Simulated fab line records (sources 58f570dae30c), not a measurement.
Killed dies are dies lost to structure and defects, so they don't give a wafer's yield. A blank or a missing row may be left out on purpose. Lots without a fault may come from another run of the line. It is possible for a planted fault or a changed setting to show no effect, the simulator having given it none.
fab line records	flow berkeley_cmos170	part 1 of 2: steps 1 to 29 of 41
record: lots: 5	wafers: 15	last_day: 14
route steps=331 shown PLDD@145 NLDD@158 SPACER@171 PSD@175
lots untouched by any fault: they come from a run of this same line in which no faults occurred
start_h: start of the lot's first displayed wafer, in hours after the record's first day	wait_h: hours from the lot's prior step to this one	" as in the row above	L1.1+2: a single row standing in for several wafers	- either no value or no given start	* or withheld: withheld	< > ~ a bound
route shown NAME@n: NAME is a module with steps in the file, n the number in the route of the first one	usual: the fault-free wafers' mean and standard deviation	same: alike in all rows	chamber/n: place in a boat	sites: per-site readings	_std_site: the standard deviation of these	_edge_site: the outer-site mean with the inner-site mean subtracted	radius_mm: how far each site lies from the wafer's centre	mask NAME#n: copy n	behind: the most recent tool/chamber to have shaped the wafer	hold: why the lot went on hold/how many hours it stayed there/how the hold came to an end	device: which transistor (n, p or np) failed to switch	end of line: the same wafers' tests at the end of the route	a step with no rows: only its recipe	killed: count of dies lost to structure and defects at first sort (not the wafer's yield)	map: a wafer's dies, x killed, . not, _ none there
set.NAME: the run value of the setting; set.NAME@STEP: its run value at that earlier step	model.NAME: the simulator's own value behind a step, which no gauge read
lots seen at some steps along the route; tables by step, rows by wafer
services: when a tool's chamber went out of use (start_h, in hours from the record's first day, below 0 if earlier), for how many hours, and the reason
== steps ==
step: UCB170_PLDD_HMDS_00
recipe: prime_time_s: 60	prime_temp_c: 100
lot.wafer	tool	chamber	start_h	wait_h
L074.2+3+5	litho_track-01	0	147.44	0.1
L083.1+4+6	litho_track-04	0	212.29	0.0
L085.2+3+5	litho_track-04	0	213.21	0.2
L091.2+3+6	litho_track-03	0	258.16	0.1
L093.1+4+6	litho_track-03	0	288.72	0.0
step: UCB170_PLDD_COAT_01
recipe: resist: KrF	spin_rpm: 1500	resist_thk_nm: 900
lot.wafer	tool	chamber	start_h	wait_h
L074.2+3+5	litho_track-01	0	147.59	0.1
L083.1+4+6	litho_track-04	0	212.44	0.1
L085.2+3+5	litho_track-04	0	213.36	0.1
L091.2+3+6	litho_track-03	0	258.31	0.1
L093.1+4+6	litho_track-03	0	288.87	0.1
step: UCB170_PLDD_SOFTBAKE_02
recipe: resist: KrF	temp_c: 130	time_s: 60
usual: plate_temp_C: 129.99/0.14
lot.wafer	tool	chamber	start_h	wait_h	plate_temp_C
L074.2	litho_track-01	0	147.74	0.1	129.97
L074.3	"	0	"	"	129.94
L074.5	"	0	"	"	129.88
L083.1	litho_track-04	0	212.59	0.1	130.16
L083.4	"	0	"	"	130.32
L083.6	"	0	"	"	130.02
L085.2	litho_track-04	0	213.51	0.1	129.79
L085.3	"	0	"	"	130.00
L085.5	"	0	"	"	129.99
L091.2	litho_track-03	0	258.46	0.1	129.64
L091.3	"	0	"	"	129.95
L091.6	"	0	"	"	129.90
L093.1	litho_track-03	0	289.02	0.1	130.08
L093.4	"	0	"	"	129.96
L093.6	"	0	"	"	130.26
step: UCB170_PLDD_EXPOSE_03
recipe: mask_id: PSELECT	na: 0.5	sigma_outer: 0.6	source_shape: conventional	target_cd_nm: 1200	dose_mj: 30
lot.wafer	tool	chamber	start_h	wait_h	mask
L074.2+3+5	krf_scanner-02	0	148.05	0.3	PSELECT#0
L083.1+4+6	krf_scanner-02	0	213.10	0.5	PSELECT#0
L085.2+3+5	krf_scanner-02	0	213.82	0.3	PSELECT#0
L091.2+3+6	krf_scanner-02	0	258.61	0.1	PSELECT#0
L093.1+4+6	krf_scanner-02	0	289.30	0.2	PSELECT#0
step: UCB170_PLDD_PEB_04
recipe: peb_temp_c: 130.3	peb_time_s: withheld	resist: KrF
usual: plate_temp_C: 130.30/0.13
lot.wafer	tool	chamber	start_h	wait_h	plate_temp_C
L074.2	litho_track-03	0	148.17	0.1	130.31
L074.3	"	0	"	"	130.20
L074.5	"	0	"	"	130.13
L083.1	litho_track-03	0	213.43	0.3	130.21
L083.4	"	0	"	"	130.41
L083.6	"	0	"	"	130.36
L085.2	litho_track-04	0	213.94	0.1	130.03
L085.3	"	0	"	"	130.07
L085.5	"	0	"	"	130.31
L091.2	litho_track-03	0	258.73	0.1	130.30
L091.3	"	0	"	"	130.56
L091.6	"	0	"	"	130.36
L093.1	litho_track-04	0	290.15	0.8	130.41
L093.4	"	0	"	"	130.33
L093.6	"	0	"	"	130.29
step: UCB170_PLDD_DEVELOP_05
recipe: developer: TMAH	develop_time_s: 45	resist: KrF	dev_temp_c: 21
lot.wafer	tool	chamber	start_h	wait_h
L074.2+3+5	litho_track-03	0	-	-
L083.1+4+6	litho_track-03	0	-	-
L085.2+3+5	litho_track-04	0	-	-
L091.2+3+6	litho_track-03	0	-	-
L093.1+4+6	litho_track-04	0	-	-
step: UCB170_PLDD_CD_MEAS_06
recipe: target_cd_nm: 1200
usual: cd_nm: 1200.1/1.3
lot.wafer	tool	chamber	start_h	wait_h	cd_nm
L074.2	cd_sem-01	-	148.44	-	1200.8
L074.3	"	-	"	"	1202.3
L074.5	"	-	"	"	1201.0
L083.1	cd_sem-02	-	213.70	-	1201.6
L083.4	"	-	"	"	1201.1
L083.6	"	-	"	"	1201.9
L085.2	cd_sem-02	-	214.22	-	1202.3
L085.3	"	-	"	"	1201.2
L085.5	"	-	"	"	1199.7
L091.2	cd_sem-02	-	259.00	-	1201.6
L091.3	"	-	"	"	1201.1
L091.6	"	-	"	"	1199.5
L093.1	cd_sem-01	-	290.42	-	1202.8
L093.4	"	-	"	"	1201.6
L093.6	"	-	"	"	1202.6
step: UCB170_PLDD_OVL_MEAS_07
usual: PLDD_OVL: 2/5.5
lot.wafer	tool	chamber	start_h	wait_h	PLDD_OVL[nm]
L074.2	overlay-01	-	148.55	0.1	11
L074.3	"	-	"	"	1
L074.5	"	-	"	"	10
L083.1	overlay-01	-	213.82	0.1	-3
L083.4	"	-	"	"	-2
L083.6	"	-	"	"	-2
L085.2	overlay-01	-	214.32	0.1	-1
L085.3	"	-	"	"	-6
L085.5	"	-	"	"	-2
L091.2	overlay-02	-	259.10	0.1	4
L091.3	"	-	"	"	0
L091.6	"	-	"	"	0
L093.1	overlay-02	-	290.54	0.1	0
L093.4	"	-	"	"	-2
L093.6	"	-	"	"	-1
step: UCB170_PLDD_IMPLANT_08
recipe: species: BF2	dose_cm2: 5e+13	energy_kev: 10	tilt_deg: 7	rotation_deg: 0
usual: rotation_deg: -0.001/0.021
lot.wafer	tool	chamber	start_h	wait_h	rotation_deg
L074.2	implanter-04	0	148.60	0.0	-0.012
L074.3	"	0	"	"	-0.047
L074.5	"	0	"	"	-0.015
L083.1	implanter-04	0	213.86	0.0	0.016
L083.4	"	0	"	"	0.022
L083.6	"	0	"	"	0.000
L085.2	implanter-01	0	214.38	0.0	-0.005
L085.3	"	0	"	"	0.017
L085.5	"	0	"	"	0.005
L091.2	implanter-04	0	259.16	0.0	0.000
L091.3	"	0	"	"	0.002
L091.6	"	0	"	"	0.013
L093.1	implanter-04	0	290.58	0.0	-0.011
L093.4	"	0	"	"	-0.014
L093.6	"	0	"	"	0.025
step: UCB170_PLDD_IMPLANT_09
recipe: species: BF2	dose_cm2: 5e+13	energy_kev: 10	tilt_deg: 7	rotation_deg: 180
usual: rotation_deg: 180.00/0.043
lot.wafer	tool	chamber	start_h	wait_h	rotation_deg
L074.2	implanter-04	0	148.75	0.1	179.96
L074.3	"	0	"	"	180.05
L074.5	"	0	"	"	180.05
L083.1	implanter-04	0	214.01	0.1	179.93
L083.4	"	0	"	"	179.98
L083.6	"	0	"	"	179.95
L085.2	implanter-01	0	214.53	0.1	179.98
L085.3	"	0	"	"	179.99
L085.5	"	0	"	"	180.01
L091.2	implanter-04	0	259.31	0.1	180.06
L091.3	"	0	"	"	179.96
L091.6	"	0	"	"	179.98
L093.1	implanter-04	0	290.73	0.1	179.95
L093.4	"	0	"	"	180.11
L093.6	"	0	"	"	179.94
step: UCB170_PLDD_STRIP_10
recipe: chemistry: O2	power_w: 400	pressure_mtorr: 3500	platen_temp_c: withheld	o2_flow_sccm: 400	overash_fraction: 0.5
usual: drypump_motor_current_A: 5.77/0.27	oes_product_au: 0.735/0.0042	strip_time_to_endpoint_s: 21.63/0.048
same: overash_fraction: 0.5
lot.wafer	tool	chamber	start_h	wait_h	drypump_motor_current_A	oes_product_au	rf_hours_counter_h	strip_time_to_endpoint_s
L074.2	plasma_asher-03	0	148.88	0.1	6.06	0.733	44	21.65
L074.3	"	0	"	"	6.04	0.734	-	21.60
L074.5	"	1	"	"	5.46	0.732	-	21.63
L083.1	plasma_asher-02	1	214.16	0.1	5.30	0.742	41	21.59
L083.4	"	1	"	"	5.28	0.729	-	21.60
L083.6	"	0	"	"	6.02	0.735	-	21.61
L085.2	plasma_asher-03	0	214.65	0.1	6.10	0.725	51	21.59
L085.3	"	1	"	"	5.45	0.735	-	21.59
L085.5	"	0	"	"	6.06	0.737	-	21.53
L091.2	plasma_asher-03	1	259.43	0.1	5.46	0.731	55	21.65
L091.3	"	1	"	"	5.44	0.739	-	21.63
L091.6	"	0	"	"	6.08	0.738	-	21.64
L093.1	plasma_asher-03	0	290.88	0.1	6.05	0.734	58	21.62
L093.4	"	0	"	"	6.04	0.743	-	21.63
L093.6	"	1	"	"	5.46	0.735	-	21.57
step: UCB170_PLDD_TW_MEAS_11
usual: PLDD_TW: 1013/15
lot.wafer	tool	chamber	start_h	wait_h	PLDD_TW
L074.2	film_metro-02	-	148.99	0.1	987
L074.3	"	-	"	"	990
L074.5	"	-	"	"	988
L083.1	film_metro-01	-	214.26	0.1	1033
L083.4	"	-	"	"	1030
L083.6	"	-	"	"	1032
L085.2	film_metro-01	-	214.76	0.1	1022
L085.3	"	-	"	"	1033
L085.5	"	-	"	"	1038
L091.2	film_metro-03	-	259.54	0.1	1022
L091.3	"	-	"	"	1020
L091.6	"	-	"	"	1018
L093.1	film_metro-03	-	290.98	0.1	1018
L093.4	"	-	"	"	1019
L093.6	"	-	"	"	1021
step: UCB170_PLDD_CLEAN_12
recipe: chemistry: SPM	temp_c: 120	time_s: 600
usual: bath_guard_temp_C: 120.2/0.45
lot.wafer	tool	chamber	start_h	wait_h	bath_guard_temp_C
L074.2	wet_bench-01	0	149.04	0.0	119.9
L074.3	"	0	"	"	119.2
L074.5	"	0	"	"	119.6
L083.1	wet_bench-01	0	214.32	0.1	119.9
L083.4	"	0	"	"	119.6
L083.6	"	0	"	"	120.1
L085.2	wet_bench-01	2	214.81	0.0	120.2
L085.3	"	2	"	"	120.4
L085.5	"	2	"	"	120.2
L091.2	wet_bench-01	1	259.59	0.0	121.2
L091.3	"	1	"	"	120.9
L091.6	"	1	"	"	120.4
L093.1	wet_bench-01	2	291.04	0.1	120.5
L093.4	"	2	"	"	120.4
L093.6	"	2	"	"	120.5
step: UCB170_NLDD_HMDS_00
recipe: prime_time_s: 60	prime_temp_c: 100
lot.wafer	tool	chamber	start_h	wait_h
L074.2+3+5	litho_track-01	0	149.44	0.2
L083.1+4+6	litho_track-02	0	214.49	0.0
L085.2+3+5	litho_track-01	0	215.63	0.6
L091.2+3+6	litho_track-01	0	260.27	0.5
L093.1+4+6	litho_track-03	0	292.17	1.0
step: UCB170_NLDD_COAT_01
recipe: resist: KrF	spin_rpm: 1500	resist_thk_nm: 900
lot.wafer	tool	chamber	start_h	wait_h
L074.2+3+5	litho_track-01	0	149.59	0.1
L083.1+4+6	litho_track-02	0	214.64	0.1
L085.2+3+5	litho_track-01	0	215.78	0.1
L091.2+3+6	litho_track-01	0	260.42	0.1
L093.1+4+6	litho_track-03	0	292.32	0.1
step: UCB170_NLDD_SOFTBAKE_02
recipe: resist: KrF	temp_c: 130	time_s: 60
usual: plate_temp_C: 129.98/0.13
lot.wafer	tool	chamber	start_h	wait_h	plate_temp_C
L074.2	litho_track-01	0	149.74	0.1	130.03
L074.3	"	0	"	"	129.92
L074.5	"	0	"	"	129.89
L083.1	litho_track-02	0	214.79	0.1	130.12
L083.4	"	0	"	"	129.96
L083.6	"	0	"	"	130.00
L085.2	litho_track-01	0	215.93	0.1	130.03
L085.3	"	0	"	"	129.88
L085.5	"	0	"	"	129.87
L091.2	litho_track-01	0	260.57	0.1	129.77
L091.3	"	0	"	"	130.11
L091.6	"	0	"	"	129.93
L093.1	litho_track-03	0	292.47	0.1	129.97
L093.4	"	0	"	"	129.97
L093.6	"	0	"	"	129.92
step: UCB170_NLDD_EXPOSE_03
recipe: mask_id: NSELECT	na: 0.5	sigma_outer: 0.6	source_shape: conventional	target_cd_nm: 1200	dose_mj: 30
lot.wafer	tool	chamber	start_h	wait_h	mask
L074.2+3+5	krf_scanner-01	0	149.89	0.1	NSELECT#0
L083.1+4+6	krf_scanner-02	0	214.94	0.1	NSELECT#0
L085.2+3+5	krf_scanner-02	0	216.10	0.1	NSELECT#0
L091.2+3+6	krf_scanner-01	0	260.71	0.1	NSELECT#0
L093.1+4+6	krf_scanner-01	0	292.62	0.1	NSELECT#0
step: UCB170_NLDD_PEB_04
recipe: peb_temp_c: 130	peb_time_s: withheld	resist: KrF
usual: plate_temp_C: 130.00/0.12
lot.wafer	tool	chamber	start_h	wait_h	plate_temp_C
L074.2	litho_track-01	0	150.01	0.1	130.12
L074.3	"	0	"	"	130.15
L074.5	"	0	"	"	130.10
L083.1	litho_track-02	0	215.84	0.9	129.85
L083.4	"	0	"	"	130.17
L083.6	"	0	"	"	129.93
L085.2	litho_track-03	0	216.74	0.6	130.09
L085.3	"	0	"	"	129.75
L085.5	"	0	"	"	129.90
L091.2	litho_track-01	0	261.62	0.9	129.98
L091.3	"	0	"	"	129.94
L091.6	"	0	"	"	129.79
L093.1	litho_track-03	0	293.52	0.9	130.03
L093.4	"	0	"	"	130.07
L093.6	"	0	"	"	130.02
step: UCB170_NLDD_DEVELOP_05
recipe: developer: TMAH	develop_time_s: 45	resist: KrF	dev_temp_c: 21
lot.wafer	tool	chamber	start_h	wait_h
L074.2+3+5	litho_track-01	0	-	-
L083.1+4+6	litho_track-02	0	-	-
L085.2+3+5	litho_track-03	0	-	-
L091.2+3+6	litho_track-01	0	-	-
L093.1+4+6	litho_track-03	0	-	-
step: UCB170_NLDD_CD_MEAS_06
recipe: target_cd_nm: 1200
usual: cd_nm: 1200.4/1.6
lot.wafer	tool	chamber	start_h	wait_h	cd_nm
L074.2	cd_sem-01	-	150.28	-	1202.3
L074.3	"	-	"	"	1203.7
L074.5	"	-	"	"	1202.6
L083.1	cd_sem-02	-	216.12	-	1201.5
L083.4	"	-	"	"	1202.0
L083.6	"	-	"	"	1201.1
L085.2	cd_sem-02	-	217.01	-	1200.3
L085.3	"	-	"	"	1199.8
L085.5	"	-	"	"	1199.1
L091.2	cd_sem-02	-	261.89	-	1201.0
L091.3	"	-	"	"	1200.8
L091.6	"	-	"	"	1200.4
L093.1	cd_sem-02	-	293.80	-	1200.8
L093.4	"	-	"	"	1201.8
L093.6	"	-	"	"	1201.3
step: UCB170_NLDD_OVL_MEAS_07
usual: NLDD_OVL: 0/5
lot.wafer	tool	chamber	start_h	wait_h	NLDD_OVL[nm]
L074.2	overlay-02	-	150.39	0.1	6
L074.3	"	-	"	"	0
L074.5	"	-	"	"	-2
L083.1	overlay-01	-	216.24	0.1	4
L083.4	"	-	"	"	0
L083.6	"	-	"	"	-3
L085.2	overlay-02	-	217.11	0.1	1
L085.3	"	-	"	"	0
L085.5	"	-	"	"	-4
L091.2	overlay-02	-	261.99	0.1	-3
L091.3	"	-	"	"	2
L091.6	"	-	"	"	5
L093.1	overlay-01	-	293.92	0.1	-5
L093.4	"	-	"	"	-5
L093.6	"	-	"	"	-4
step: UCB170_NLDD_IMPLANT_08
recipe: species: As	dose_cm2: 5e+13	energy_kev: 29.84	tilt_deg: 7	rotation_deg: 0
usual: rotation_deg: -0.001/0.018
lot.wafer	tool	chamber	start_h	wait_h	rotation_deg
L074.2	implanter-01	0	150.44	0.0	-0.039
L074.3	"	0	"	"	-0.031
L074.5	"	0	"	"	-0.015
L083.1	implanter-02	0	216.27	0.0	-0.007
L083.4	"	0	"	"	-0.027
L083.6	"	0	"	"	-0.005
L085.2	implanter-04	0	217.17	0.0	0.026
L085.3	"	0	"	"	0.000
L085.5	"	0	"	"	-0.002
L091.2	implanter-01	0	262.05	0.0	0.007
L091.3	"	0	"	"	0.012
L091.6	"	0	"	"	0.017
L093.1	implanter-04	0	293.96	0.0	0.016
L093.4	"	0	"	"	0.019
L093.6	"	0	"	"	0.026
step: UCB170_NLDD_IMPLANT_09
recipe: species: As	dose_cm2: 5e+13	energy_kev: 30	tilt_deg: 7	rotation_deg: 180
usual: rotation_deg: 180.01/0.036
lot.wafer	tool	chamber	start_h	wait_h	rotation_deg
L074.2	implanter-01	0	150.59	0.1	179.96
L074.3	"	0	"	"	180.00
L074.5	"	0	"	"	180.00
L083.1	implanter-02	0	216.42	0.1	180.09
L083.4	"	0	"	"	179.99
L083.6	"	0	"	"	180.08
L085.2	implanter-04	0	217.32	0.1	179.98
L085.3	"	0	"	"	180.05
L085.5	"	0	"	"	179.98
L091.2	implanter-01	0	262.20	0.1	180.01
L091.3	"	0	"	"	180.05
L091.6	"	0	"	"	179.98
L093.1	implanter-04	0	294.11	0.1	180.05
L093.4	"	0	"	"	179.99
L093.6	"	0	"	"	180.02
step: UCB170_NLDD_STRIP_10
recipe: chemistry: O2	power_w: 400	pressure_mtorr: 3500	platen_temp_c: withheld	o2_flow_sccm: 400	overash_fraction: 0.5
usual: drypump_motor_current_A: 5.6/0.32	oes_product_au: 0.735/0.0044	strip_time_to_endpoint_s: 21.60/0.058
same: overash_fraction: 0.5
lot.wafer	tool	chamber	start_h	wait_h	drypump_motor_current_A	oes_product_au	rf_hours_counter_h	strip_time_to_endpoint_s
L074.2	plasma_asher-03	1	150.72	0.1	5.4	0.738	44	21.62
L074.3	"	1	"	"	5.4	0.733	-	21.66
L074.5	"	0	"	"	6.1	0.732	-	21.64
L083.1	plasma_asher-03	0	216.57	0.1	6.1	0.732	51	21.61
L083.4	"	1	"	"	5.4	0.737	-	21.56
L083.6	"	1	"	"	5.5	0.738	-	21.63
L085.2	plasma_asher-03	1	217.44	0.1	5.5	0.733	51	21.61
L085.3	"	0	"	"	6.0	0.741	-	21.61
L085.5	"	1	"	"	5.5	0.731	-	21.63
L091.2	plasma_asher-04	0	262.32	0.1	5.7	0.729	52	21.60
L091.3	"	0	"	"	5.7	0.735	-	21.55
L091.6	"	0	"	"	5.6	0.734	-	21.54
L093.1	plasma_asher-03	1	294.26	0.1	5.4	0.732	58	21.55
L093.4	"	0	"	"	6.1	0.732	-	21.55
L093.6	"	1	"	"	5.5	0.733	-	21.52
step: UCB170_NLDD_TW_MEAS_11
usual: NLDD_TW: 2228/30
lot.wafer	tool	chamber	start_h	wait_h	NLDD_TW
L074.2	film_metro-02	-	150.83	0.1	2173
L074.3	"	-	"	"	2167
L074.5	"	-	"	"	2162
L083.1	film_metro-03	-	216.67	0.1	2259
L083.4	"	-	"	"	2245
L083.6	"	-	"	"	2237
L085.2	film_metro-02	-	217.55	0.1	2186
L085.3	"	-	"	"	2184
L085.5	"	-	"	"	2179
L091.2	film_metro-03	-	262.43	0.1	2229
L091.3	"	-	"	"	2218
L091.6	"	-	"	"	2223
L093.1	film_metro-02	-	294.36	0.1	2186
L093.4	"	-	"	"	2182
L093.6	"	-	"	"	2179
step: UCB170_NLDD_CLEAN_12
recipe: chemistry: SPM	temp_c: 120	time_s: 600
usual: bath_guard_temp_C: 120.0/0.48
lot.wafer	tool	chamber	start_h	wait_h	bath_guard_temp_C
L074.2	wet_bench-02	1	150.88	0.0	119.4
L074.3	"	1	"	"	119.4
L074.5	"	1	"	"	119.0
L083.1	wet_bench-01	3	216.73	0.1	120.2
L083.4	"	3	"	"	120.0
L083.6	"	3	"	"	120.0
L085.2	wet_bench-04	3	217.60	0.0	119.9
L085.3	"	3	"	"	120.4
L085.5	"	3	"	"	120.1
L091.2	wet_bench-04	0	262.72	0.3	120.2
L091.3	"	0	"	"	120.5
L091.6	"	0	"	"	120.2
L093.1	wet_bench-01	3	294.45	0.1	120.0
L093.4	"	3	"	"	120.0
L093.6	"	3	"	"	119.9
step: UCB170_SPACER_CVD_00
recipe: material: SiO2	target_thk_nm: 376	temp_c: 390	precursor: TEOS/O2	time_s: 47	rf_w: 550	pressure_mtorr: 9000
usual: heater_power_w: 285/36
lot.wafer	tool	chamber	start_h	wait_h	heater_power_w
L074.2	pecvd-04	1	151.05	0.0	311
L074.3	"	0	"	"	286
L074.5	"	2	"	"	240
L083.1	pecvd-02	0	216.91	0.0	320
L083.4	"	2	"	"	292
L083.6	"	0	"	"	328
L085.2	pecvd-03	2	217.78	0.0	311
L085.3	"	1	"	"	217
L085.5	"	1	"	"	232
L091.2	pecvd-03	0	263.07	0.0	310
L091.3	"	1	"	"	235
L091.6	"	2	"	"	291
L093.1	pecvd-04	1	294.62	0.0	289
L093.4	"	1	"	"	298
L093.6	"	0	"	"	209
step: UCB170_SPACER_THK_MEAS_01
recipe: reads: SiO2_of_SPACER_CVD_00
usual: SPACER_TEOS_THK: 377/4.4
lot.wafer	tool	chamber	start_h	wait_h	SPACER_TEOS_THK[nm]
L074.2	film_metro-03	-	151.10	0.0	375
L074.3	"	-	"	"	373
L074.5	"	-	"	"	383
L083.1	film_metro-04	-	216.95	0.0	369
L083.4	"	-	"	"	379
L083.6	"	-	"	"	379
L085.2	film_metro-03	-	217.83	0.0	374
L085.3	"	-	"	"	369
L085.5	"	-	"	"	376
L091.2	film_metro-02	-	263.13	0.0	370
L091.3	"	-	"	"	374
L091.6	"	-	"	"	378
L093.1	film_metro-04	-	294.66	0.0	375
L093.4	"	-	"	"	375
L093.6	"	-	"	"	380
step: UCB170_SPACER_ANNEAL_02
recipe: temp_c: 900	time_s: 1800	ambient: N2
lot.wafer	tool	chamber	start_h	wait_h
L074.2+3+5	furnace-04	0	158.93	7.8
L083.1+4+6	furnace-04	0	227.46	10.5
L085.2+3+5	furnace-04	0	227.46	9.6
L091.2+3+6	furnace-04	0	267.46	4.3
L093.1+4+6	furnace-04	0	299.35	4.7
